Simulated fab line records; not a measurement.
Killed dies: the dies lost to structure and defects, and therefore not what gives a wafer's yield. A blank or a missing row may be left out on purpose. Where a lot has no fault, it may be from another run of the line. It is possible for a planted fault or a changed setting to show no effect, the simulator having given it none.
What tool caused it? -- flow berkeley_cmos170 -- 39 wafers from 13 lots sampled at 5 of the route's 331 steps

WHAT THE GAUGES SHOWED, per wafer
UCB170_NSD_TW_MEAS_10.
lot,measured,on,NSD_TW
L978,day 8 07:58,film_metro-02,4118 4096 4101
L980,day 8 22:04,film_metro-04,4175 4166 4175
L981,day 8 22:18,film_metro-02,4107 4113 4128
L983,day 8 22:35,film_metro-04,4184 4165 4168
L984,day 9 10:51,film_metro-04,4214 4222 4210
L986,day 9 11:15,film_metro-04,4218 4209 4228
L985,day 9 11:25,film_metro-02,4128 4137 4114
L988,day 10 00:07,film_metro-01,4203 4177 4198
L987,day 10 00:16,film_metro-01,4185 4197 4180
L990,day 10 11:46,film_metro-04,4192 4200 4193
L997,day 11 18:13,film_metro-01,4178 4221 4226
L998,day 12 13:47,film_metro-02,4142 4164 4143
L100,day 12 23:27,film_metro-04,4193 4207 4190

UCB170_V1_THK_MEAS_01.
lot,measured,on,V1_TEOS_THK (nm)
L978,day 8 21:16,film_metro-01,1994 1997 2007
L980,day 9 11:04,film_metro-01,2020 2030 2036
L981,day 9 13:42,film_metro-01,1993 2024 2009
L983,day 9 13:46,film_metro-04,1967 2021 2029
L984,day 10 00:10,film_metro-03,1976 1991 1986
L986,day 10 04:46,film_metro-03,1952 1994 2008
L985,day 10 03:26,film_metro-01,1970 2020 1983
L988,day 10 10:56,film_metro-03,1980 2005 2004
L987,day 10 12:16,film_metro-01,1979 2005 2008
L990,day 11 00:29,film_metro-04,1699 1992 1997
L997,day 12 04:49,film_metro-03,2001 1970 2007
L998,day 13 03:21,film_metro-03,1999 1952 1950
L100,day 13 12:27,film_metro-01,1982 1979 2001

TOOL THAT RAN EACH LOT (tool first, then ch and the chambers of the sampled wafers, then the start)
lot,UCB170_SDANNEAL_RTA_00,UCB170_CONTACT_ETCH_17,UCB170_V1_CVD_00
L978,"rtp_anneal-02 ch 0, day 8 09:38","rie_diel-01 ch 1,2,3, day 8 15:39","pecvd-03 ch 0,1, day 8 21:06"
L980,"rtp_anneal-02 ch 0, day 9 00:37","rie_diel-03 ch 0,1, day 9 06:17","pecvd-02 ch 0,1,2, day 9 10:58"
L981,"rtp_anneal-02 ch 0, day 9 00:47","rie_diel-04 ch 1,2,3, day 9 08:26","pecvd-04 ch 0,2, day 9 13:33"
L983,"rtp_anneal-02 ch 0, day 9 01:04","rie_diel-01 ch 0,3, day 9 08:44","pecvd-02 ch 0,1,2, day 9 13:33"
L984,"rtp_anneal-02 ch 0, day 9 14:51","rie_diel-01 ch 0,1,2, day 9 20:00","pecvd-02 ch 0,1,2, day 10 00:00"
L986,"rtp_anneal-01 ch 0, day 9 14:50","rie_diel-03 ch 1,2, day 9 23:25","pecvd-02 ch 0,2, day 10 04:37"
L985,"rtp_anneal-02 ch 0, day 9 15:03","rie_diel-01 ch 1,2,3, day 9 23:16","pecvd-04 ch 0,1, day 10 03:16"
L988,"rtp_anneal-01 ch 0, day 10 01:10","rie_diel-04 ch 0,2, day 10 07:04","pecvd-02 ch 0,1, day 10 10:46"
L987,"rtp_anneal-02 ch 0, day 10 01:37","rie_diel-03 ch 0,2, day 10 07:20","pecvd-04 ch 0,2, day 10 12:06"
L990,"rtp_anneal-02 ch 0, day 10 13:16","rie_diel-01 ch 0,3, day 10 20:37","pecvd-02 ch 0,1,2, day 11 00:19"
L997,"rtp_anneal-02 ch 0, day 11 19:13","rie_diel-03 ch 0,3, day 12 00:17","pecvd-03 ch 0,2, day 12 04:39"
L998,"rtp_anneal-01 ch 0, day 12 16:27","rie_diel-01 ch 1,2,3, day 12 22:55","pecvd-04 ch 0,1,2, day 13 03:11"
L100,"rtp_anneal-02 ch 0, day 13 00:29","rie_diel-04 ch 0,1, day 13 07:38","pecvd-03 ch 0,1,2, day 13 12:16"
- UCB170_SDANNEAL_RTA_00: time 10 s.
- UCB170_CONTACT_ETCH_17: etches BARC in N2/H2.
- UCB170_V1_CVD_00: deposits SiO2 from TEOS/O2, target thk 2000 nm, time 250 s.

WHAT THE TOOLS THEMSELVES READ (means of the sampled wafers that have a number; where no wafer has one, the mark that the record gives instead)
UCB170_SDANNEAL_RTA_00.
lot,tool,lamp_power_pct (%),wafer_temp_C_max
L978,rtp_anneal-02,24.04,904.7
L980,rtp_anneal-02,24.03,904.0
L981,rtp_anneal-02,24.04,904.7
L983,rtp_anneal-02,24.02,903.9
L984,rtp_anneal-02,24.01,904.3
L986,rtp_anneal-01,23.70,903.3
L985,rtp_anneal-02,24.02,904.7
L988,rtp_anneal-01,23.69,902.6
L987,rtp_anneal-02,24.04,904.0
L990,rtp_anneal-02,24.01,904.8
L997,rtp_anneal-02,24.01,903.9
L998,rtp_anneal-01,23.68,903.7
L100,rtp_anneal-02,24.05,903.8

UCB170_CONTACT_ETCH_17.
lot,tool,drypump_motor_current_A (A),oes_product_au (a.u.),throttle_valve_pct (%)
L978,rie_diel-01,5.57,1.011,13.43
L980,rie_diel-03,5.89,0.977,13.48
L981,rie_diel-04,5.76,0.963,13.46
L983,rie_diel-01,5.53,1.009,13.35
L984,rie_diel-01,5.62,1.003,13.54
L986,rie_diel-03,5.58,0.990,13.35
L985,rie_diel-01,5.58,1.014,13.43
L988,rie_diel-04,5.50,1.006,13.50
L987,rie_diel-03,5.68,1.009,13.49
L990,rie_diel-01,5.48,1.014,13.25
L997,rie_diel-03,5.87,1.018,13.44
L998,rie_diel-01,5.58,1.003,13.44
L100,rie_diel-04,5.55,0.990,13.41

UCB170_V1_CVD_00.
lot,tool,heater_power_w (W),rf_fwd_power_W (W)
L978,pecvd-03,277,549.0
L980,pecvd-02,209,549.6
L981,pecvd-04,295,547.0
L983,pecvd-02,207,547.5
L984,pecvd-02,219,548.3
L986,pecvd-02,211,548.0
L985,pecvd-04,351,548.6
L988,pecvd-02,166,547.2
L987,pecvd-04,310,547.9
L990,pecvd-02,271,475.1
L997,pecvd-03,246,547.5
L998,pecvd-04,292,546.8
L100,pecvd-03,261,548.5

THE ANSWER, worked out from the rows above alone
Rule: what is usual is taken from the lots themselves. The widest of any qualifying gaps counts: lots, ordered by their means at a reading, are off when they make up no more than a third of the lots, leave a main group of 4 or more, and stand apart from it by 3 or more times the standard deviation of that group's means. Not used: any main group whose means are identical at the precision the tables above print for the reading. A lot without any number at a reading at which 4 lots or more have one is off too. The other lots that the step has rows for count as sound. The gauges are gone through in route order, then the tools' own readings, and for those a lot's mean is taken as printed above. At the first step where some lot is off, the reading lying furthest off is the one used; lots without a number count as furthest.
Off: at UCB170_V1_THK_MEAS_01 (V1_TEOS_THK), L990. The main group: mean 1995 nm, standard deviation 15.
A tool fits if, at a process step before that reading, it ran every lot that is off, and no sound lot after the first of them. The gauges at UCB170_V1_THK_MEAS_01 aren't tried: what is off there is off at UCB170_V1_CVD_00 too, on other tools, and a gauge's error can't cause that. One fits: UCB170_V1_CVD_00 on pecvd-02. A fault onset in the window from L988 (day 10 10:46, its last sound lot) to L990 (day 11 00:19, its first lot off) fits.
The tool's own readings at UCB170_V1_CVD_00 bear it out: on the lots that are off they differ by more than 5 times the standard deviation of the sound lots' means. rf_fwd_power_W reads 475.1 W there against 548.0 W on the sound lots.

WHAT HAD BEEN PUT IN BY THE SIMULATOR
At UCB170_V1_CVD_00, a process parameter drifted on pecvd-02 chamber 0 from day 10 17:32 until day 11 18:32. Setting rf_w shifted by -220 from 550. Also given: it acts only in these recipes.
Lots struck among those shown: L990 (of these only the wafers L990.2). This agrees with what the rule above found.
